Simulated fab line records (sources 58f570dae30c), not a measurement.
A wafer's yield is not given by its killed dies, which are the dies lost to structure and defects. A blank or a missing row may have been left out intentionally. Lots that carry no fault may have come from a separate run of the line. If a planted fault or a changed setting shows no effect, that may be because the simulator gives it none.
Comparing a struck lot with a sound one | flow berkeley-cmos170 | 17 steps out of a route of 331
Sound: these wafers, L189.3, L189.4, L189.6. Wafers struck: L183.1, L183.3, L183.4. The cause is named last.
For every step that has rows: the tool of each side, followed by ch and its chambers, followed by its first start. Under that, the readings that differ: sound wafers | struck wafers | difference of the means | sigmas: that difference in standard deviations of wafers without a fault.
alike: words and numbers the same on both sides, and readings whose means are apart by under 2 such deviations; not compared: readings that were withheld, readings missing a value for some wafer, numbers with overlapping values and no deviation given by the record, and bounds like >300 which may hide the same value.
The two part at a step that has a row with sigmas, a row that says differs or no value, or rows on one side only. Numbers that have no deviation but don't overlap get no sigmas and don't part them. A reading that every wafer of one side lacks parts them only if that side has two wafers or more.

UCB170_M1_SPUTTER_00: material Al, target thk 600 nm, time 80 s.
  sound on pvd-sputter-03, day 12 12:49; struck on pvd-sputter-02, day 10 15:32
  alike: throttle-valve-pct
UCB170_M1_RS_MEAS_01: measures by four-point-probe.
  sound on film-metro-03, day 12 12:55; struck on film-metro-02, day 10 15:35
  reading           | sound                | struck               | difference | sigmas
  M1_AL_RS (ohm/sq) | 0.0494 0.0493 0.0498 | 0.0475 0.0473 0.0474 | -0.0021    | -4
UCB170_M1_THK_MEAS_02: measures by xrf.
  sound on film-metro-03, day 12 13:01; struck on film-metro-02, day 10 15:43
  alike: M1_AL_THK
then, 6 steps without rows for these wafers: UCB170_M1_COAT_03; UCB170_M1_COAT_04 (resist thk 900 nm); UCB170_M1_SOFTBAKE_05 (time 60 s); UCB170_M1_EXPOSE_06 (exposes mask METAL1, target cd 700 nm); UCB170_M1_PEB_07; UCB170_M1_DEVELOP_08 (develop time 45 s).
UCB170_M1_CD_MEAS_09: target cd 700 nm.
  sound on cd-sem-02, day 12 14:08; struck on cd-sem-01, day 10 16:56
  alike: cd-nm
UCB170_M1_OVL_MEAS_10:
  sound on overlay-01, day 12 14:13; struck on overlay-01, day 10 17:04
  alike: M1_OVL
UCB170_M1_ETCH_11: etches BARC in N2/H2.
  sound on rie-diel-04 ch 1,2,3, day 12 14:15; struck on rie-diel-02 ch 1,2, day 10 17:06
  alike: chamber-pressure-mTorr, drypump-motor-current-A, oes-product-au, throttle-valve-pct
UCB170_M1_METAL_ETCH_12: etches Al in Cl2/BCl3, stops on PSG, target depth 780 nm, time 130 s.
  sound on rie-metal-02 ch 1, day 12 14:23; struck on rie-metal-01 ch 0,1, day 10 17:08
  reading                             | sound             | struck            | difference | sigmas
  oes-product-au (a.u.)               | 0.831 0.841 0.827 | 0.738 0.739 0.743 | -0.093     | -8
  over-etch-frac                      | 0.3 0.3 0.3       | 0.75 0.75 0.75    | +0.45      |
  throttle-valve-pct (%)              | 24.63 24.63 24.63 | 23.94 23.93 24.33 | -0.56      | -2
  model.KrF_of_M1_COAT_04.thk-nm (nm) | 438.2 436.8 440.2 | 279.2 277.1 268.4 | -163.5     |
  model.M1.feature-depth-nm (nm)      | 627.3 627.7 623.8 | 664 666.4 668     | +40        |
  alike: chamber-pressure-mTorr, drypump-motor-current-A
  not compared: rf-hours-counter-h, model.PSG_of_CONTACT_CVD_01.thk-nm
UCB170_M1_STRIP_13: strips in O2.
  sound on plasma-asher-01 ch 0,1, day 12 14:35; struck on plasma-asher-03 ch 0,1, day 10 17:17
  reading               | sound             | struck            | difference | sigmas
  oes-product-au (a.u.) | 0.717 0.719 0.726 | 0.615 0.607 0.598 | -0.114     | -28
  alike: chamber-pressure-mTorr, drypump-motor-current-A
  not compared: rf-hours-counter-h
UCB170_M1_CD_MEAS_90: target cd 700 nm.
  sound on cd-sem-01, day 12 14:42; struck on cd-sem-02, day 10 17:23
  reading    | sound             | struck            | difference | sigmas
  cd-nm (nm) | 700.0 700.9 700.7 | 694.7 694.3 691.2 | -7.1       | -3
then, 1 step without rows for these wafers: UCB170_M1_ANNEAL_14 (time 1200 s).
UCB170_M3_PROBE_99:
  sound on prober-01, day 13 10:57; struck on prober-02, day 11 08:24
  reading                               | sound                       | struck                     | difference | sigmas
  model.etest.antenna-m1.vt-shift-v (V) | -0.00808 -0.01312 -0.006497 | -0.01849 -0.02093 -0.01985 | -0.01052   |
  not compared: model.etest.m1.width-nm

WHERE THEY PART
Earliest at UCB170_M1_RS_MEAS_01; latest, in this record, at UCB170_M1_CD_MEAS_90.

WHY: the cause the simulator had injected
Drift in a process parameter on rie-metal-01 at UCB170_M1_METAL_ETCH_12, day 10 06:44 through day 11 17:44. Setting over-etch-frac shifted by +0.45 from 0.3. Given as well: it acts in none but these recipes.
